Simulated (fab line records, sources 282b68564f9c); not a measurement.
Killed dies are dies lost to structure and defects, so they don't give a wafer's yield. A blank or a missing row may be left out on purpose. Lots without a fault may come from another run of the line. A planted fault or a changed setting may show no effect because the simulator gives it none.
Which tool did it? | flow rit_cmos | 14 lots, 42 wafers sampled, at 6 steps of a route of 202

WHAT THE GAUGES READ, wafer by wafer
RIT_PWELL_TW_MEAS_10.
lot  | measured    | on            | PWELL_TW
L743 | day 1 22:34 | film_metro-03 | 948 955 952
L744 | day 2 04:06 | film_metro-03 | 940 945 945
L745 | day 2 09:20 | film_metro-04 | 974 968 967
L746 | day 2 13:44 | film_metro-01 | 966 969 972
L747 | day 2 19:02 | film_metro-03 | 948 946 947
L748 | day 2 23:41 | film_metro-04 | 962 958 962
L749 | day 3 04:28 | film_metro-04 | 965 962 960
L751 | day 3 14:37 | film_metro-03 | 990 992 983
L753 | day 4 02:06 | film_metro-03 | 1005 1001 997
L759 | day 5 12:02 | film_metro-03 | 951 956 954
L762 | day 6 04:02 | film_metro-01 | 973 968 969
L764 | day 6 09:28 | film_metro-03 | 948 949 954
L765 | day 6 16:25 | film_metro-01 | 971 964 967
L766 | day 6 21:07 | film_metro-04 | 959 961 957

RIT_WELLDRIVE_RS_MEAS_02: measures by four-point-probe.
lot  | measured    | on            | PWELL_RS (ohm/sq)
L743 | day 2 03:50 | film_metro-01 | 428.6 427.9 429.0
L744 | day 2 09:23 | film_metro-01 | 430.2 430.1 430.6
L745 | day 2 14:37 | film_metro-03 | 427.0 427.9 428.2
L746 | day 2 19:41 | film_metro-03 | 428.8 428.5 428.1
L747 | day 3 00:17 | film_metro-01 | 429.4 428.6 429.2
L748 | day 3 04:57 | film_metro-04 | 428.9 429.0 429.1
L749 | day 3 10:02 | film_metro-03 | 429.1 429.1 428.9
L751 | day 3 20:20 | film_metro-03 | 392.3 391.6 392.1
L753 | day 4 07:34 | film_metro-01 | 392.1 392.3 393.0
L759 | day 5 18:23 | film_metro-03 | 430.4 430.5 430.8
L762 | day 6 09:19 | film_metro-04 | 429.0 429.7 428.6
L764 | day 6 16:56 | film_metro-04 | 428.4 429.1 428.6
L765 | day 6 22:17 | film_metro-01 | 430.0 430.8 431.0
L766 | day 7 04:22 | film_metro-03 | 427.9 428.2 427.8

RIT_GATE_THK_MEAS_07.
lot  | measured    | on            | GATE_OXIDE_THK (nm)
L743 | day 2 09:10 | film_metro-03 | 3.02 3.04 3.03
L744 | day 2 14:45 | film_metro-03 | 3.08 3.10 3.12
L745 | day 2 20:42 | film_metro-03 | 2.96 2.97 2.93
L746 | day 3 00:58 | film_metro-03 | 2.99 3.01 2.96
L747 | day 3 05:26 | film_metro-03 | 2.95 2.98 2.99
L748 | day 3 10:06 | film_metro-02 | 2.99 3.01 3.01
L749 | day 3 16:34 | film_metro-02 | 2.98 2.92 3.04
L751 | day 4 02:22 | film_metro-03 | 3.01 3.08 2.94
L753 | day 4 13:02 | film_metro-03 | 2.96 2.94 2.98
L759 | day 6 01:55 | film_metro-02 | 3.08 3.12 3.22
L762 | day 6 17:04 | film_metro-03 | 3.07 3.12 3.04
L764 | day 7 02:06 | film_metro-02 | 3.00 2.93 2.95
L765 | day 7 05:33 | film_metro-03 | 2.95 2.95 2.97
L766 | day 7 09:47 | film_metro-02 | 3.01 3.04 3.07

RIT_GATE_OVL_MEAS_17.
lot  | measured    | on         | GATE_OVL (nm)
L743 | day 2 11:52 | overlay-02 | 3.9 2.6 1.8
L744 | day 2 17:32 | overlay-01 | 0.1 -0.5 0.6
L745 | day 2 23:32 | overlay-01 | -0.9 2.4 0.2
L746 | day 3 03:48 | overlay-01 | 0.6 -1.4 0.0
L747 | day 3 08:19 | overlay-01 | 0.9 -0.9 1.1
L748 | day 3 12:49 | overlay-01 | 0.5 1.7 1.4
L749 | day 3 19:35 | overlay-01 | 0.6 1.4 0.9
L751 | day 4 05:22 | overlay-01 | -1.0 1.6 1.7
L753 | day 4 16:06 | overlay-02 | -0.8 0.6 2.7
L759 | day 6 04:49 | overlay-02 | 0.5 1.3 2.1
L762 | day 6 19:57 | overlay-02 | -1.4 -1.3 -1.1
L764 | day 7 05:13 | overlay-01 | 0.4 2.6 1.7
L765 | day 7 09:38 | overlay-02 | 2.8 3.3 2.9
L766 | day 7 12:36 | overlay-02 | 0.3 1.3 0.2

WHICH TOOL RAN EACH LOT (tool, then ch and the chambers of the sampled wafers, then the start)
lot  | RIT_ACTIVE_STRIP_14                 | RIT_PWELL_IMPLANT_08
L743 | plasma_asher-03 ch 0,1, day 1 14:50 | implanter-03 ch 0, day 1 22:15
L744 | plasma_asher-03 ch 0, day 1 19:58   | implanter-03 ch 0, day 2 03:47
L745 | plasma_asher-04 ch 0,1, day 2 00:50 | implanter-03 ch 0, day 2 09:02
L746 | plasma_asher-04 ch 0,1, day 2 05:58 | implanter-01 ch 0, day 2 13:24
L747 | plasma_asher-03 ch 0,1, day 2 10:50 | implanter-03 ch 0, day 2 18:43
L748 | plasma_asher-04 ch 0,1, day 2 15:50 | implanter-01 ch 0, day 2 23:22
L749 | plasma_asher-02 ch 0,1, day 2 20:50 | implanter-03 ch 0, day 3 04:09
L751 | plasma_asher-02 ch 0,1, day 3 06:58 | implanter-01 ch 0, day 3 14:17
L753 | plasma_asher-03 ch 0,1, day 3 16:58 | implanter-01 ch 0, day 4 01:47
L759 | plasma_asher-02 ch 0,1, day 4 22:58 | implanter-03 ch 0, day 5 11:42
L762 | plasma_asher-02 ch 0,1, day 5 16:19 | implanter-04 ch 0, day 6 03:43
L764 | plasma_asher-03 ch 0,1, day 6 00:20 | implanter-01 ch 0, day 6 09:08
L765 | plasma_asher-03 ch 1, day 6 05:23   | implanter-03 ch 0, day 6 16:07
L766 | plasma_asher-04 ch 0,1, day 6 09:54 | implanter-01 ch 0, day 6 20:50
- RIT_ACTIVE_STRIP_14: strips in O2, time 180 s.
- RIT_PWELL_IMPLANT_08

WHAT THE TOOLS THEMSELVES READ (means of the sampled wafers that have a number; where no wafer has one, the mark that the record gives instead)
RIT_ACTIVE_STRIP_14.
lot  | tool            | chamber_pressure_mTorr (mTorr) | drypump_motor_current_A (A)
L743 | plasma_asher-03 | 4003                           | 6.0
L744 | plasma_asher-03 | 4000                           | 6.2
L745 | plasma_asher-04 | 4001                           | 4.9
L746 | plasma_asher-04 | 4006                           | 4.9
L747 | plasma_asher-03 | 4001                           | 6.0
L748 | plasma_asher-04 | 3998                           | 5.0
L749 | plasma_asher-02 | 4002                           | 5.4
L751 | plasma_asher-02 | 4000                           | 5.4
L753 | plasma_asher-03 | 4001                           | 5.9
L759 | plasma_asher-02 | 4001                           | 5.4
L762 | plasma_asher-02 | 4000                           | 5.2
L764 | plasma_asher-03 | 3999                           | 5.8
L765 | plasma_asher-03 | 3999                           | 5.7
L766 | plasma_asher-04 | 4000                           | 4.9

RIT_PWELL_IMPLANT_08.
lot  | tool         | dose_ions_cm2 | faraday_current_uA
L743 | implanter-03 | 6.992e+13     | 218
L744 | implanter-03 | 6.992e+13     | 224
L745 | implanter-03 | 7.009e+13     | 223
L746 | implanter-01 | 6.994e+13     | 224
L747 | implanter-03 | 7.015e+13     | 221
L748 | implanter-01 | 7.004e+13     | 226
L749 | implanter-03 | 7.007e+13     | 220
L751 | implanter-01 | 8.119e+13     | 258
L753 | implanter-01 | 8.123e+13     | 256
L759 | implanter-03 | 6.994e+13     | 224
L762 | implanter-04 | 6.995e+13     | 225
L764 | implanter-01 | 7.007e+13     | 225
L765 | implanter-03 | 6.998e+13     | 220
L766 | implanter-01 | 7.007e+13     | 219

THE ANSWER, worked out from the rows above alone
Rule: what is usual is taken from the lots themselves. Put in order of their means at a reading, lots are off if they are a third of the lots or fewer, leave a main group of 4 or more, and stand apart from it by a gap of 3 or more times the standard deviation of the main group's means; of several such gaps the widest counts. A main group whose means are all the same, to the digits that the tables above print for the reading, isn't used. A lot without any number at a reading at which 4 lots or more have one is off too. The other lots that the step has rows for count as sound. The gauges are gone through in route order, then the tools' own readings, and for those a lot's mean is taken as printed above. The first step at which some lot is off is used, and at that step the reading that is off furthest; a lot without a number counts as furthest.
Off: L751, L753, at RIT_WELLDRIVE_RS_MEAS_02 (PWELL_RS). The main group: mean 429.1 ohm/sq, standard deviation 0.91.
A tool fits if, at a process step before that reading, it ran every lot that is off, and no sound lot after the first of them. The gauges at RIT_WELLDRIVE_RS_MEAS_02 aren't tried: what is off there is off at RIT_PWELL_IMPLANT_08 too, on other tools, and a gauge's error can't cause that. None of those tried fits.

WHAT THE SIMULATOR HAD PUT IN
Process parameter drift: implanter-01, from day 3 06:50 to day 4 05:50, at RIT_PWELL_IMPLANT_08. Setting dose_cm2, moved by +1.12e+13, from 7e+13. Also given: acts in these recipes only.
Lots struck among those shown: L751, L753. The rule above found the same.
